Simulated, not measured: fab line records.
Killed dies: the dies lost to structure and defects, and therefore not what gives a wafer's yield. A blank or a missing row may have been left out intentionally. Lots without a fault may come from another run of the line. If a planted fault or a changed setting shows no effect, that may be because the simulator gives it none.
Which of the tools did it? :: flow berkeley cmos170 :: Sampling: 14 lots, 42 wafers, 6 of 331 route steps

## WHAT EACH GAUGE READ, for each wafer
UCB170_NLDD_CD_MEAS_06 targets a cd of 1200 nm.
lot: L349
measured: day 6 06:11
on: cd sem-01
cd nm (nm): 1201.4 1201.5 1201.2

lot: L351
measured: day 6 12:46
on: cd sem-01
cd nm (nm): 1200.2 1199.5 1200.5

lot: L355
measured: day 7 11:22
on: cd sem-01
cd nm (nm): 1198.1 1198.3 1197.8

lot: L356
measured: day 7 11:42
on: cd sem-01
cd nm (nm): 1202.2 1202.9 1200.6

lot: L358
measured: day 8 14:02
on: cd sem-02
cd nm (nm): 1200.0 1200.2 1198.7

lot: L360
measured: day 8 14:27
on: cd sem-01
cd nm (nm): 1202.7 1201.5 1201.8

lot: L362
measured: day 9 02:25
on: cd sem-02
cd nm (nm): 1201.7 1201.0 1200.8

lot: L363
measured: day 9 07:11
on: cd sem-02
cd nm (nm): 1201.5 1200.3 1201.6

lot: L364
measured: day 9 07:26
on: cd sem-02
cd nm (nm): 1200.4 1200.2 1200.5

lot: L367
measured: day 9 16:03
on: cd sem-01
cd nm (nm): 1200.3 1200.2 1200.2

lot: L368
measured: day 10 14:10
on: cd sem-02
cd nm (nm): 1200.6 1202.1 1201.5

lot: L369
measured: day 10 14:28
on: cd sem-01
cd nm (nm): 1201.1 1201.3 1200.8

lot: L370
measured: day 10 18:37
on: cd sem-01
cd nm (nm): 1200.2 1201.5 1198.1

lot: L372
measured: day 11 02:46
on: cd sem-01
cd nm (nm): 1201.3 1199.6 1199.4

UCB170_SPACER_THK_MEAS_01.
lot: L349
measured: day 6 07:10
on: film metro-03
SPACER_TEOS_THK (nm): 368 372 370

lot: L351
measured: day 6 13:36
on: film metro-02
SPACER_TEOS_THK (nm): 378 371 380

lot: L355
measured: day 7 14:33
on: film metro-01
SPACER_TEOS_THK (nm): 371 382 372

lot: L356
measured: day 7 14:34
on: film metro-02
SPACER_TEOS_THK (nm): 327 322 328 328 322 328

lot: L358
measured: day 8 15:14
on: film metro-02
SPACER_TEOS_THK (nm): 369 381 378

lot: L360
measured: day 8 15:36
on: film metro-03
SPACER_TEOS_THK (nm): 322 324 323 322 324 323

lot: L362
measured: day 9 05:11
on: film metro-02
SPACER_TEOS_THK (nm): 378 381 383

lot: L363
measured: day 9 08:01
on: film metro-02
SPACER_TEOS_THK (nm): 372 370 378

lot: L364
measured: day 9 08:23
on: film metro-02
SPACER_TEOS_THK (nm): 373 373 380

lot: L367
measured: day 9 16:52
on: film metro-02
SPACER_TEOS_THK (nm): 365 372 378

lot: L368
measured: day 10 15:04
on: film metro-02
SPACER_TEOS_THK (nm): 372 377 382

lot: L369
measured: day 10 15:19
on: film metro-01
SPACER_TEOS_THK (nm): 364 368 373

lot: L370
measured: day 10 19:29
on: film metro-02
SPACER_TEOS_THK (nm): 371 373 381

lot: L372
measured: day 11 03:36
on: film metro-02
SPACER_TEOS_THK (nm): 370 373 376

UCB170_PSD_TW_MEAS_10.
lot: L349
measured: day 6 12:52
on: film metro-03
PSD_TW: 2304 2305 2289

lot: L351
measured: day 6 18:36
on: film metro-01
PSD_TW: 2331 2313 2332

lot: L355
measured: day 7 20:55
on: film metro-03
PSD_TW: 2301 2300 2310

lot: L356
measured: day 7 21:05
on: film metro-03
PSD_TW: 2311 2298 2295

lot: L358
measured: day 8 22:27
on: film metro-01
PSD_TW: 2304 2322 2313

lot: L360
measured: day 8 22:20
on: film metro-04
PSD_TW: 2301 2302 2293

lot: L362
measured: day 9 09:43
on: film metro-03
PSD_TW: 2286 2292 2283

lot: L363
measured: day 9 13:55
on: film metro-04
PSD_TW: 2307 2303 2316

lot: L364
measured: day 9 13:59
on: film metro-04
PSD_TW: 2303 2302 2301

lot: L367
measured: day 10 00:29
on: film metro-04
PSD_TW: 2292 2296 2294

lot: L368
measured: day 10 21:28
on: film metro-01
PSD_TW: 2322 2326 2317

lot: L369
measured: day 10 21:43
on: film metro-04
PSD_TW: 2303 2308 2300

lot: L370
measured: day 11 01:43
on: film metro-01
PSD_TW: 2327 2331 2333

lot: L372
measured: day 11 09:38
on: film metro-03
PSD_TW: 2293 2291 2291

## WHICH TOOL RAN EACH LOT (tool, then ch and the chambers of the sampled wafers, then the start)
lot: L349
UCB170_SPACER_CVD_00: pecvd-03 ch 0,1, day 6 07:08
UCB170_SPACER_ETCHBACK_03: rie diel-01 ch 0,1,3, day 6 10:52
UCB170_PSD_STRIP_09: plasma asher-03 ch 0,1, day 6 12:46

lot: L351
UCB170_SPACER_CVD_00: pecvd-03 ch 0,1,2, day 6 13:34
UCB170_SPACER_ETCHBACK_03: rie diel-03 ch 1,2,3, day 6 17:13
UCB170_PSD_STRIP_09: plasma asher-03 ch 0,1, day 6 18:30

lot: L355
UCB170_SPACER_CVD_00: pecvd-01 ch 1,2, day 7 14:31
UCB170_SPACER_ETCHBACK_03: rie diel-01 ch 0,3, day 7 19:33
UCB170_PSD_STRIP_09: plasma asher-03 ch 0,1, day 7 20:49

lot: L356
UCB170_SPACER_CVD_00: pecvd-03 ch 0,1, day 7 14:31
UCB170_SPACER_ETCHBACK_03: rie diel-04 ch 0,1,2, day 7 19:33
UCB170_PSD_STRIP_09: plasma asher-04 ch 0,1, day 7 20:56

lot: L358
UCB170_SPACER_CVD_00: pecvd-01 ch 1,2, day 8 15:11
UCB170_SPACER_ETCHBACK_03: rie diel-04 ch 0,1, day 8 20:26
UCB170_PSD_STRIP_09: plasma asher-03 ch 0,1, day 8 22:20

lot: L360
UCB170_SPACER_CVD_00: pecvd-03 ch 0,1,2, day 8 15:32
UCB170_SPACER_ETCHBACK_03: rie diel-03 ch 0,1, day 8 20:26
UCB170_PSD_STRIP_09: plasma asher-04 ch 0,1, day 8 22:15

lot: L362
UCB170_SPACER_CVD_00: pecvd-01 ch 1,2, day 9 05:08
UCB170_SPACER_ETCHBACK_03: rie diel-03 ch 1,2,3, day 9 08:08
UCB170_PSD_STRIP_09: plasma asher-02 ch 0,1, day 9 09:37

lot: L363
UCB170_SPACER_CVD_00: pecvd-02 ch 0,1,2, day 9 07:59
UCB170_SPACER_ETCHBACK_03: rie diel-04 ch 1,2, day 9 12:16
UCB170_PSD_STRIP_09: plasma asher-04 ch 1, day 9 13:49

lot: L364
UCB170_SPACER_CVD_00: pecvd-01 ch 0,2, day 9 08:20
UCB170_SPACER_ETCHBACK_03: rie diel-01 ch 0,1,2, day 9 12:16
UCB170_PSD_STRIP_09: plasma asher-03 ch 0,1, day 9 13:50

lot: L367
UCB170_SPACER_CVD_00: pecvd-02 ch 1,2, day 9 16:49
UCB170_SPACER_ETCHBACK_03: rie diel-04 ch 0,1, day 9 22:20
UCB170_PSD_STRIP_09: plasma asher-04 ch 0,1, day 10 00:23

lot: L368
UCB170_SPACER_CVD_00: pecvd-01 ch 0,2, day 10 14:59
UCB170_SPACER_ETCHBACK_03: rie diel-04 ch 0,1,2, day 10 20:03
UCB170_PSD_STRIP_09: plasma asher-04 ch 0,1, day 10 21:22

lot: L369
UCB170_SPACER_CVD_00: pecvd-02 ch 0,1, day 10 15:16
UCB170_SPACER_ETCHBACK_03: rie diel-01 ch 0,2, day 10 20:04
UCB170_PSD_STRIP_09: plasma asher-03 ch 1, day 10 21:37

lot: L370
UCB170_SPACER_CVD_00: pecvd-01 ch 0,2, day 10 19:27
UCB170_SPACER_ETCHBACK_03: rie diel-01 ch 1,2, day 11 00:03
UCB170_PSD_STRIP_09: plasma asher-04 ch 0,1, day 11 01:37

lot: L372
UCB170_SPACER_CVD_00: pecvd-01 ch 0,2, day 11 03:32
UCB170_SPACER_ETCHBACK_03: rie diel-01 ch 1,2,3, day 11 08:00
UCB170_PSD_STRIP_09: plasma asher-02 ch 0,1, day 11 09:32
- UCB170_SPACER_CVD_00: deposits SiO2 from TEOS/O2, target thk 376 nm, time 47 s.
- UCB170_SPACER_ETCHBACK_03: etches SiO2 in CHF3/CF4/Ar, stops on Si, target depth 376 nm, time 100 s.
- UCB170_PSD_STRIP_09: strips in O2.

## AS READ BY THE TOOLS THEMSELVES (means over the sampled wafers that have a number; for cases with no such wafer, the mark the record gives instead)
UCB170_SPACER_CVD_00.
lot: L349
tool: pecvd-03
heater power w (W): 238

lot: L351
tool: pecvd-03
heater power w (W): 259

lot: L355
tool: pecvd-01
heater power w (W): 218

lot: L356
tool: pecvd-03
heater power w (W): 279

lot: L358
tool: pecvd-01
heater power w (W): 209

lot: L360
tool: pecvd-03
heater power w (W): 235

lot: L362
tool: pecvd-01
heater power w (W): 229

lot: L363
tool: pecvd-02
heater power w (W): 243

lot: L364
tool: pecvd-01
heater power w (W): 265

lot: L367
tool: pecvd-02
heater power w (W): 240

lot: L368
tool: pecvd-01
heater power w (W): 273

lot: L369
tool: pecvd-02
heater power w (W): 227

lot: L370
tool: pecvd-01
heater power w (W): 273

lot: L372
tool: pecvd-01
heater power w (W): 309

UCB170_SPACER_ETCHBACK_03.
lot: L349
tool: rie diel-01
drypump motor current A (A): 5.6
oes product au (a.u.): 0.889
throttle valve pct (%): 6.45

lot: L351
tool: rie diel-03
drypump motor current A (A): 5.3
oes product au (a.u.): 0.897
throttle valve pct (%): 6.57

lot: L355
tool: rie diel-01
drypump motor current A (A): 5.2
oes product au (a.u.): 0.886
throttle valve pct (%): 6.47

lot: L356
tool: rie diel-04
drypump motor current A (A): 6.0
oes product au (a.u.): 0.804
throttle valve pct (%): 6.51

lot: L358
tool: rie diel-04
drypump motor current A (A): 5.9
oes product au (a.u.): 0.903
throttle valve pct (%): 6.57

lot: L360
tool: rie diel-03
drypump motor current A (A): 5.6
oes product au (a.u.): 0.816
throttle valve pct (%): 6.40

lot: L362
tool: rie diel-03
drypump motor current A (A): 5.3
oes product au (a.u.): 0.898
throttle valve pct (%): 6.57

lot: L363
tool: rie diel-04
drypump motor current A (A): 6.0
oes product au (a.u.): 0.884
throttle valve pct (%): 6.49

lot: L364
tool: rie diel-01
drypump motor current A (A): 5.5
oes product au (a.u.): 0.889
throttle valve pct (%): 6.39

lot: L367
tool: rie diel-04
drypump motor current A (A): 5.8
oes product au (a.u.): 0.880
throttle valve pct (%): 6.57

lot: L368
tool: rie diel-04
drypump motor current A (A): 5.9
oes product au (a.u.): 0.897
throttle valve pct (%): 6.53

lot: L369
tool: rie diel-01
drypump motor current A (A): 5.0
oes product au (a.u.): 0.865
throttle valve pct (%): 6.43

lot: L370
tool: rie diel-01
drypump motor current A (A): 5.5
oes product au (a.u.): 0.883
throttle valve pct (%): 6.39

lot: L372
tool: rie diel-01
drypump motor current A (A): 5.7
oes product au (a.u.): 0.886
throttle valve pct (%): 6.45

UCB170_PSD_STRIP_09.
lot: L349
tool: plasma asher-03
drypump motor current A (A): 5.4
oes product au (a.u.): 0.600
strip time to endpoint s (s): 29.47

lot: L351
tool: plasma asher-03
drypump motor current A (A): 5.3
oes product au (a.u.): 0.595
strip time to endpoint s (s): 29.48

lot: L355
tool: plasma asher-03
drypump motor current A (A): 5.4
oes product au (a.u.): 0.598
strip time to endpoint s (s): 29.55

lot: L356
tool: plasma asher-04
drypump motor current A (A): 6.0
oes product au (a.u.): 0.596
strip time to endpoint s (s): 29.38

lot: L358
tool: plasma asher-03
drypump motor current A (A): 5.4
oes product au (a.u.): 0.596
strip time to endpoint s (s): 29.41

lot: L360
tool: plasma asher-04
drypump motor current A (A): 6.0
oes product au (a.u.): 0.603
strip time to endpoint s (s): 29.40

lot: L362
tool: plasma asher-02
drypump motor current A (A): 5.8
oes product au (a.u.): 0.602
strip time to endpoint s (s): 29.41

lot: L363
tool: plasma asher-04
drypump motor current A (A): 6.1
oes product au (a.u.): 0.597
strip time to endpoint s (s): 29.46

lot: L364
tool: plasma asher-03
drypump motor current A (A): 5.4
oes product au (a.u.): 0.601
strip time to endpoint s (s): 29.29

lot: L367
tool: plasma asher-04
drypump motor current A (A): 6.0
oes product au (a.u.): 0.599
strip time to endpoint s (s): 29.33

lot: L368
tool: plasma asher-04
drypump motor current A (A): 6.0
oes product au (a.u.): 0.600
strip time to endpoint s (s): 29.44

lot: L369
tool: plasma asher-03
drypump motor current A (A): 5.5
oes product au (a.u.): 0.601
strip time to endpoint s (s): 29.39

lot: L370
tool: plasma asher-04
drypump motor current A (A): 5.8
oes product au (a.u.): 0.601
strip time to endpoint s (s): 29.41

lot: L372
tool: plasma asher-02
drypump motor current A (A): 6.0
oes product au (a.u.): 0.599
strip time to endpoint s (s): 29.35

## THE ANSWER, worked out from the rows above alone
Rule: usual is defined by the lots themselves. The widest of any qualifying gaps counts: lots, ordered by their means at a reading, are off when they make up no more than a third of the lots, leave a main group of 4 or more, and stand apart from it by 3 or more times the standard deviation of that group's means. The tables above print the reading to a certain number of digits; a main group whose means all agree to those digits is not used. Also off: a lot with no number at a reading for which 4 or more lots have one. The other lots that the step has rows for count as sound. The gauges are gone through in route order, then the tools' own readings, and for those a lot's mean is taken as printed above. At the first step where some lot is off, the reading lying furthest off is the one used; lots without a number count as furthest.
Off: L356, L360, seen at UCB170_SPACER_THK_MEAS_01 (SPACER_TEOS_THK). The main group: mean 374 nm, standard deviation 3.2.
A tool fits if, at a process step before that reading, it ran every lot that is off, and no sound lot after the first of them. The gauges at UCB170_SPACER_THK_MEAS_01 aren't tried: what is off there is off at UCB170_SPACER_ETCHBACK_03 too, on other tools, and a gauge's error can't cause that. One candidate fits, namely pecvd-03 at UCB170_SPACER_CVD_00. Its last sound lot is L351 (day 6 13:34), its first lot that is off L356 (day 7 14:31): a fault that began between those two fits.

## WHAT HAD BEEN PUT IN BY THE SIMULATOR
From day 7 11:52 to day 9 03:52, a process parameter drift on pecvd-03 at UCB170_SPACER_CVD_00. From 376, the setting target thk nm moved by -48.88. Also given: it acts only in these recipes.
Struck lots among those shown: L356, L360. Same finding as the rule above.
